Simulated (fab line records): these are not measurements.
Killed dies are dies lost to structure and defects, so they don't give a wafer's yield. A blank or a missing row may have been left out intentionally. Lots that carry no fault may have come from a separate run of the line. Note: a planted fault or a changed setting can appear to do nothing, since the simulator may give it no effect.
fab line records + flow ritCmos
record
- lots=5
- wafers=15
- lastDay=7
route steps=202 shown CONTACT@172
lots that met no fault: from a run of the same line without faults
startH: hours from the record's first day to the start of the lot's first wafer shown + waitH: hours from the lot's prior step to this one + " identical to the entry in the row above + L1.1+2: one row covering several wafers at once + - no value, or no start was given + * or withheld: withheld + < > ~ a bound
route shown NAME@n: NAME is a module with steps in the file, n the number in the route of the first one + usual: the fault-free wafers' mean and standard deviation + same: alike in all rows + chamber/n: place in a boat + sites: readings site by site + _std_site: the values' standard deviation + _edge_site: the outer-site mean with the inner-site mean subtracted + radiusMm: for every site, how far away it sits from the centre of the wafer + mask NAME#n: copy n + behind: the tool/chamber that last shaped the wafer + hold: why the lot was held/for how many hours/how that ended + device: transistor that didn't switch, given as n, p or np + end of line: the route-end tests of the same wafers + a step without rows: its recipe alone + killed: not the wafer's yield, but the dies lost to structure and defects at the first sort + map: a wafer's dies, marking killed ones x, the rest . and places with no die _
set.NAME: setting as actually run; set.NAME@STEP: the setting as run at that earlier step + model.NAME: the simulator's own value behind a step, which no gauge read
lots at selected steps of the route; one table per step, one row per wafer
services: from which hour (startH, from the record's first day; less than 0 if before it) a tool's chamber was out of use, for how many hours, and why
## steps
# step RIT_CONTACT_SOFTBAKE_04
# recipe
- resist=NOVOLAK
- tempC=90
- timeS=60
| lot.wafer  | tool          | chamber | startH | waitH |
|------------|---------------|---------|--------|-------|
| L075.2+5+6 | lithoTrack-03 | 0       | 60.43  | 0.1   |
| L079.1+2+4 | lithoTrack-03 | 0       | 78.86  | 0.1   |
| L088.2+5+6 | lithoTrack-01 | 0       | 129.94 | 0.1   |
| L096.2+3+4 | lithoTrack-01 | 0       | 168.66 | 0.1   |
| L097.3+4+5 | lithoTrack-01 | 0       | 172.80 | 0.1   |
# step RIT_CONTACT_EXPOSE_05
# recipe
- maskId=M11
- na=0.6
- sourceShape=conventional
- sigmaOuter=0.5
- targetCdNm=1000
- doseMj=250
| lot.wafer  | tool            | chamber | startH | waitH | mask  |
|------------|-----------------|---------|--------|-------|-------|
| L075.2+5+6 | ilineStepper-01 | 0       | 60.58  | 0.1   | M11#0 |
| L079.1+2+4 | ilineStepper-01 | 0       | 79.13  | 0.2   | M11#0 |
| L088.2+5+6 | ilineStepper-01 | 0       | 130.09 | 0.1   | M11#0 |
| L096.2+3+4 | ilineStepper-01 | 0       | 168.93 | 0.2   | M11#0 |
| L097.3+4+5 | ilineStepper-02 | 0       | 173.07 | 0.2   | M11#0 |
# step RIT_CONTACT_PEB_06
# recipe
- resist=NOVOLAK
- tempC=withheld
- timeS=withheld
| lot.wafer  | tool          | chamber | startH | waitH |
|------------|---------------|---------|--------|-------|
| L075.2+5+6 | lithoTrack-01 | 0       | 60.70  | 0.1   |
| L079.1+2+4 | lithoTrack-02 | 0       | 79.25  | 0.1   |
| L088.2+5+6 | lithoTrack-02 | 0       | 130.21 | 0.1   |
| L096.2+3+4 | lithoTrack-03 | 0       | 169.06 | 0.1   |
| L097.3+4+5 | lithoTrack-01 | 0       | 173.19 | 0.1   |
# step RIT_CONTACT_DEVELOP_07
# recipe
- resist=NOVOLAK
- developTimeS=123
- devTempC=23
| lot.wafer  | tool          | chamber | startH | waitH |
|------------|---------------|---------|--------|-------|
| L075.2+5+6 | lithoTrack-01 | 0       | -      | -     |
| L079.1+2+4 | lithoTrack-02 | 0       | -      | -     |
| L088.2+5+6 | lithoTrack-02 | 0       | -      | -     |
| L096.2+3+4 | lithoTrack-03 | 0       | -      | -     |
| L097.3+4+5 | lithoTrack-01 | 0       | -      | -     |
# step RIT_CONTACT_CD_MEAS_08
# recipe
- targetCdNm=1000
# usual
- cdNm=1000.4/2.5
| lot.wafer | tool     | chamber | startH | waitH | cdNm   |
|-----------|----------|---------|--------|-------|--------|
| L075.2    | cdSem-01 | -       | 61.09  | -     | 1003.3 |
| L075.5    | "        | -       | "      | "     | 1005.4 |
| L075.6    | "        | -       | "      | "     | 1004.8 |
| L079.1    | cdSem-01 | -       | 79.65  | -     | 1000.6 |
| L079.2    | "        | -       | "      | "     | 1002.8 |
| L079.4    | "        | -       | "      | "     | 1000.0 |
| L088.2    | cdSem-02 | -       | 130.60 | -     | 998.8  |
| L088.5    | "        | -       | "      | "     | 1002.0 |
| L088.6    | "        | -       | "      | "     | 998.8  |
| L096.2    | cdSem-01 | -       | 169.45 | -     | 998.8  |
| L096.3    | "        | -       | "      | "     | 1000.2 |
| L096.4    | "        | -       | "      | "     | 999.4  |
| L097.3    | cdSem-02 | -       | 173.58 | -     | 999.2  |
| L097.4    | "        | -       | "      | "     | 997.1  |
| L097.5    | "        | -       | "      | "     | 999.8  |
# step RIT_CONTACT_OVL_MEAS_09
# usual
- CONTACT_OVL=-0.2/1.6
| lot.wafer | tool       | chamber | startH | waitH | CONTACT_OVL[nm] |
|-----------|------------|---------|--------|-------|-----------------|
| L075.2    | overlay-01 | -       | 61.20  | 0.1   | -1.9            |
| L075.5    | "          | -       | "      | "     | -2.7            |
| L075.6    | "          | -       | "      | "     | -2.9            |
| L079.1    | overlay-02 | -       | 79.77  | 0.1   | -2.7            |
| L079.2    | "          | -       | "      | "     | -0.6            |
| L079.4    | "          | -       | "      | "     | -3.1            |
| L088.2    | overlay-02 | -       | 130.71 | 0.1   | 0.0             |
| L088.5    | "          | -       | "      | "     | -0.5            |
| L088.6    | "          | -       | "      | "     | -1.0            |
| L096.2    | overlay-01 | -       | 169.56 | 0.1   | 1.0             |
| L096.3    | "          | -       | "      | "     | -0.8            |
| L096.4    | "          | -       | "      | "     | -0.5            |
| L097.3    | overlay-02 | -       | 173.68 | 0.1   | -0.4            |
| L097.4    | "          | -       | "      | "     | -0.6            |
| L097.5    | "          | -       | "      | "     | 0.3             |
# step RIT_CONTACT_HARDBAKE_10
# recipe
- resist=NOVOLAK
- tempC=140
- timeS=60
| lot.wafer  | tool          | chamber | startH | waitH |
|------------|---------------|---------|--------|-------|
| L075.2+5+6 | lithoTrack-01 | 0       | 61.25  | 0.0   |
| L079.1+2+4 | lithoTrack-03 | 0       | 79.80  | 0.0   |
| L088.2+5+6 | lithoTrack-02 | 0       | 130.76 | 0.0   |
| L096.2+3+4 | lithoTrack-01 | 0       | 169.61 | 0.0   |
| L097.3+4+5 | lithoTrack-03 | 0       | 173.92 | 0.2   |
# step RIT_CONTACT_ETCH_11
# recipe
- targetDepthA=4800
- overEtchFrac=0.2
- stopOn=TiSi2
- chemistry=CHF3/CF4/Ar
- target=SiO2
- CHF3_flow_sccm=50
- cf4FlowSccm=10
- Ar_flow_sccm=100
- O2_flow_sccm=5
- pressureMtorr=100
- rfW=200
- timeS=320
# usual
- O2_flow_sccm=5.000/0.014
- drypumpMotorCurrentA=5.7/0.41
- oesProductAu=0.984/0.013
- throttleValvePct=8.86/0.17
| lot.wafer | tool       | chamber | startH | waitH | O2_flow_sccm | drypumpMotorCurrentA | oesProductAu | rfHoursCounterH | throttleValvePct |
|-----------|------------|---------|--------|-------|--------------|----------------------|--------------|-----------------|------------------|
| L075.2    | rieDiel-04 | 2       | 61.38  | 0.1   | 5.011        | 5.6                  | 0.970        | 98              | 8.76             |
| L075.5    | "          | 2       | "      | "     | 4.998        | 5.6                  | 0.966        | -               | 8.76             |
| L075.6    | "          | 1       | "      | "     | 5.012        | 6.5                  | 1.003        | -               | 8.99             |
| L079.1    | rieDiel-03 | 2       | 79.95  | 0.1   | 5.008        | 6.4                  | 0.979        | 150             | 8.73             |
| L079.2    | "          | 3       | "      | "     | 5.010        | 6.1                  | 0.996        | 3               | 8.96             |
| L079.4    | "          | 1       | "      | "     | 5.001        | 5.9                  | 0.996        | 133             | 9.04             |
| L088.2    | rieDiel-04 | 0       | 130.89 | 0.1   | 5.008        | 6.1                  | 0.967        | 109             | 8.58             |
| L088.5    | "          | 0       | "      | "     | 5.005        | 6.1                  | 0.966        | -               | 8.58             |
| L088.6    | "          | 1       | "      | "     | 4.985        | 6.4                  | 1.001        | -               | 9.01             |
| L096.2    | rieDiel-03 | 3       | 169.74 | 0.1   | 5.016        | 6.1                  | 0.993        | 4               | 8.97             |
| L096.3    | "          | 0       | "      | "     | 4.992        | 5.8                  | 0.962        | 101             | 9.11             |
| L096.4    | "          | 3       | "      | "     | 5.002        | 6.1                  | 0.989        | -               | 8.95             |
| L097.3    | rieDiel-03 | 3       | 174.02 | 0.1   | 5.013        | 6.1                  | 0.994        | 4               | 8.95             |
| L097.4    | "          | 1       | "      | "     | 5.018        | 5.9                  | 0.987        | 134             | 9.04             |
| L097.5    | "          | 2       | "      | "     | 5.002        | 6.4                  | 0.998        | -               | 8.73             |
# step RIT_CONTACT_STRIP_12
# recipe
- chemistry=O2
- timeS=180
- resist=NOVOLAK
- platenTempC=withheld
- powerW=500
- pressureMtorr=4000
- o2FlowSccm=4000
# usual
- drypumpMotorCurrentA=5.94/0.28
| lot.wafer | tool           | chamber | startH | waitH | drypumpMotorCurrentA | rfHoursCounterH |
|-----------|----------------|---------|--------|-------|----------------------|-----------------|
| L075.2    | plasmaAsher-02 | 0       | 61.57  | 0.1   | 6.04                 | 42              |
| L075.5    | "              | 0       | "      | "     | 6.03                 | -               |
| L075.6    | "              | 1       | "      | "     | 5.72                 | -               |
| L079.1    | plasmaAsher-01 | 1       | 80.15  | 0.1   | 5.67                 | 45              |
| L079.2    | "              | 0       | "      | "     | 5.62                 | 45              |
| L079.4    | "              | 1       | "      | "     | 5.67                 | -               |
| L088.2    | plasmaAsher-04 | 0       | 131.08 | 0.1   | 6.04                 | 47              |
| L088.5    | "              | 1       | "      | "     | 6.42                 | -               |
| L088.6    | "              | 0       | "      | "     | 6.06                 | -               |
| L096.2    | plasmaAsher-04 | 1       | 169.93 | 0.1   | 6.37                 | 51              |
| L096.3    | "              | 1       | "      | "     | 6.38                 | -               |
| L096.4    | "              | 0       | "      | "     | 6.02                 | -               |
| L097.3    | plasmaAsher-04 | 0       | 174.27 | 0.2   | 6.06                 | -               |
| L097.4    | "              | 1       | "      | "     | 6.41                 | -               |
| L097.5    | "              | 1       | "      | "     | 6.37                 | -               |
# step RIT_CONTACT_CD_MEAS_90
# recipe
- targetCdNm=1000
# usual
- cdNm=1000.4/2.5
| lot.wafer | tool     | chamber | startH | waitH | cdNm   |
|-----------|----------|---------|--------|-------|--------|
| L075.2    | cdSem-02 | -       | 61.77  | 0.1   | 1003.4 |
| L075.5    | "        | -       | "      | "     | 1005.4 |
| L075.6    | "        | -       | "      | "     | 1004.2 |
| L079.1    | cdSem-01 | -       | 80.32  | 0.1   | 1000.8 |
| L079.2    | "        | -       | "      | "     | 1003.6 |
| L079.4    | "        | -       | "      | "     | 1000.2 |
| L088.2    | cdSem-02 | -       | 131.28 | 0.1   | 998.9  |
| L088.5    | "        | -       | "      | "     | 1002.3 |
| L088.6    | "        | -       | "      | "     | 998.9  |
| L096.2    | cdSem-01 | -       | 170.13 | 0.1   | 998.4  |
| L096.3    | "        | -       | "      | "     | 999.9  |
| L096.4    | "        | -       | "      | "     | 999.2  |
| L097.3    | cdSem-01 | -       | 174.43 | 0.1   | 999.0  |
| L097.4    | "        | -       | "      | "     | 997.0  |
| L097.5    | "        | -       | "      | "     | 1000.1 |
## services
| tool            | chamber | startH | hours | kind                     |
|-----------------|---------|--------|-------|--------------------------|
| plasmaAsher-02  | -       | 47.67  | 6.0   | repair                   |
| ilineStepper-02 | -       | 49.74  | 9.0   | repair                   |
| lithoTrack-01   | -       | 55.49  | -     | consumableReplace:filter |
| plasmaAsher-02  | -       | 77.79  | 6.2   | repair                   |
| rieDiel-03      | -       | 101.04 | 41.0  | repair                   |
| ilineStepper-01 | -       | 102.16 | 5.5   | repair                   |
| plasmaAsher-01  | -       | 105.85 | 1.3   | repair                   |
| plasmaAsher-01  | -       | 108.39 | 19.9  | repair                   |
| plasmaAsher-02  | -       | 108.75 | 9.0   | pm                       |
| plasmaAsher-02  | 0       | 108.75 | 9.0   | ventCycle                |
| plasmaAsher-02  | 1       | 108.75 | 9.0   | ventCycle                |
| ilineStepper-02 | 0       | 110.26 | -     | calibration              |
| plasmaAsher-02  | 0       | 117.75 | -     | clean                    |
| plasmaAsher-02  | 1       | 117.75 | -     | clean                    |
| rieDiel-03      | 0       | 136.82 | 14.8  | repair                   |
| ilineStepper-01 | -       | 142.98 | 4.4   | pm                       |
| ilineStepper-01 | -       | 149.92 | 3.4   | repair                   |
| rieDiel-03      | 2       | 151.58 | -     | clean                    |
| rieDiel-03      | 2       | 151.58 | 19.4  | scheduledDown            |
| rieDiel-03      | 2       | 151.58 | 19.4  | ventCycle                |
## key
fault none
